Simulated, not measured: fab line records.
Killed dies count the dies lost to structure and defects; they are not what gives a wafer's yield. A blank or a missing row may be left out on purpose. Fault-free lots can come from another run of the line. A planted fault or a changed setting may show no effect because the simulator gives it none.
Tool commonality check -- flow berkeley_cmos170 -- 60 wafers sampled across 16 lots

WHAT PROMPTED THE OPENING
UCB170_PFIELD_OVL_MEAS_06, reading PFIELD_OVL: flagged on 4 of 16 lots. No-fault wafers: 4 nm, standard deviation 5.
Rule: flag the lot when none of its wafers has a number, or when each of its wafers that has one lies beyond 4 standard deviations from that mean. All remaining lots are regarded as sound.

lot,measured,on,"PFIELD_OVL (nm), wafer by wafer",flag
L127,day 5 17:20,overlay-02,-4 -2 2,
L129,day 6 03:49,overlay-01,4 3 -8,
L128,day 6 04:11,overlay-02,11 15 14,
L131,day 6 20:53,overlay-01,9 11 13,
L136,day 7 09:20,overlay-02,-3 -6 8,
L134,day 7 10:18,overlay-02,1 0 2,
L137,day 7 10:29,overlay-02,7 -2 1,
L133,day 7 10:31,overlay-02,13 8 2,
L139,day 7 19:42,overlay-02,1 7 0,
L138,day 7 20:39,overlay-02,497 493 502 498 493 504,FLAGGED
L143,day 8 08:58,overlay-01,502 499 510 501 499 510,FLAGGED
L141,day 8 09:08,overlay-01,505 499 499 507 498 500,FLAGGED
L140,day 8 09:14,overlay-02,503 499 501 502 500 501,FLAGGED
L145,day 9 01:30,overlay-01,1 3 3,
L148,day 9 12:01,overlay-01,5 -3 2,
L147,day 9 12:14,overlay-01,-1 6 -1,
Averaged over the flagged lots the numbers come to 501 nm, +497 nm from the usual (+99 or more standard deviations).

EACH LOT AND THE TOOL IT RAN ON
2 process steps preceding the reading are held in the record, out of 331 steps in the route. Cell contents, in order: the tool; ch with the chambers the sampled wafers went through; the start.
lot,flag,UCB170_PWELL_ETCH_14,UCB170_PFIELD_EXPOSE_03
L127,,"rie_diel-01 ch 0,2,3, day 4 00:26","krf_scanner-02 ch 0, day 5 16:43"
L129,,"rie_diel-04 ch 1,3, day 4 15:37","krf_scanner-02 ch 0, day 6 03:26"
L128,,"rie_diel-04 ch 0,1,3, day 4 15:53","krf_scanner-01 ch 0, day 6 03:48"
L131,,"rie_diel-01 ch 0,2, day 5 05:50","krf_scanner-01 ch 0, day 6 19:55"
L136,,"rie_diel-03 ch 0,2, day 5 17:15","krf_scanner-02 ch 0, day 7 08:28"
L134,,"rie_diel-01 ch 0,1,2, day 5 16:11","krf_scanner-02 ch 0, day 7 09:26"
L137,,"rie_diel-03 ch 0,1, day 5 16:37","krf_scanner-01 ch 0, day 7 09:43"
L133,,"rie_diel-01 ch 1,2, day 5 16:54","krf_scanner-02 ch 0, day 7 09:57"
L139,,"rie_diel-03 ch 0,3, day 6 12:39","krf_scanner-01 ch 0, day 7 18:55"
L138,FLAGGED,"rie_diel-04 ch 1,2, day 6 06:38","krf_scanner-01 ch 0, day 7 19:40"
L143,FLAGGED,"rie_diel-03 ch 0,1,3, day 6 20:38","krf_scanner-01 ch 0, day 8 07:46"
L141,FLAGGED,"rie_diel-03 ch 0,1,3, day 6 20:05","krf_scanner-01 ch 0, day 8 07:54"
L140,FLAGGED,"rie_diel-03 ch 1,2,3, day 6 19:32","krf_scanner-01 ch 0, day 8 08:05"
L145,,"rie_diel-01 ch 0,2, day 7 09:29","krf_scanner-02 ch 0, day 9 00:59"
L148,,"rie_diel-03 ch 0,1,2, day 7 21:45","krf_scanner-02 ch 0, day 9 11:37"
L147,,"rie_diel-01 ch 0,2,3, day 7 21:43","krf_scanner-02 ch 0, day 9 11:45"
What is done by these steps:
- UCB170_PWELL_ETCH_14: etches Si3N4 in CH3F/Ar/O2, stops on SiO2, target depth 242 nm, time 151 s.
- UCB170_PFIELD_EXPOSE_03: exposes mask PFIELD, target cd 1500 nm.
- UCB170_PFIELD_OVL_MEAS_06

FLAGGED OVER TOTAL, TOOL BY TOOL (the gauges that took the reading come last)
step,tool,lots run,flagged,share of the flagged lots,sound lots run after its first flagged lot
UCB170_PWELL_ETCH_14,rie_diel-01,6,0,none,-
UCB170_PWELL_ETCH_14,rie_diel-03,7,3,some,1 (L148)
UCB170_PWELL_ETCH_14,rie_diel-04,3,1,some,0
UCB170_PFIELD_EXPOSE_03,krf_scanner-01,8,4,all,0
UCB170_PFIELD_EXPOSE_03,krf_scanner-02,8,0,none,-
UCB170_PFIELD_OVL_MEAS_06,overlay-01,7,2,some,"3 (L145,L148,L147)"
UCB170_PFIELD_OVL_MEAS_06,overlay-02,9,2,some,0

WHAT THE TABLE PERMITS
In the table, 1 row covers all flagged lots: krf_scanner-01 at UCB170_PFIELD_EXPOSE_03.
- krf_scanner-01 at UCB170_PFIELD_EXPOSE_03: 4 of its 8 lots flagged. A fault beginning between L139 (day 7 18:55), its last sound lot, and L138 (day 7 19:40), its first flagged one, fits the data.
Just one tool remains: krf_scanner-01 at UCB170_PFIELD_EXPOSE_03.

WHAT WAS PUT IN BY THE SIMULATOR
Scanner matching overlay: krf_scanner-01, from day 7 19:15 on, at UCB170_PFIELD_EXPOSE_03. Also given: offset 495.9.
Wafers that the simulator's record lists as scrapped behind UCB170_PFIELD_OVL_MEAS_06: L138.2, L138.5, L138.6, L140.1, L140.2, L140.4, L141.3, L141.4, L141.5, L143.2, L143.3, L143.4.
Struck lots among those shown: L138, L143, L141, L140. The rule above found the same.
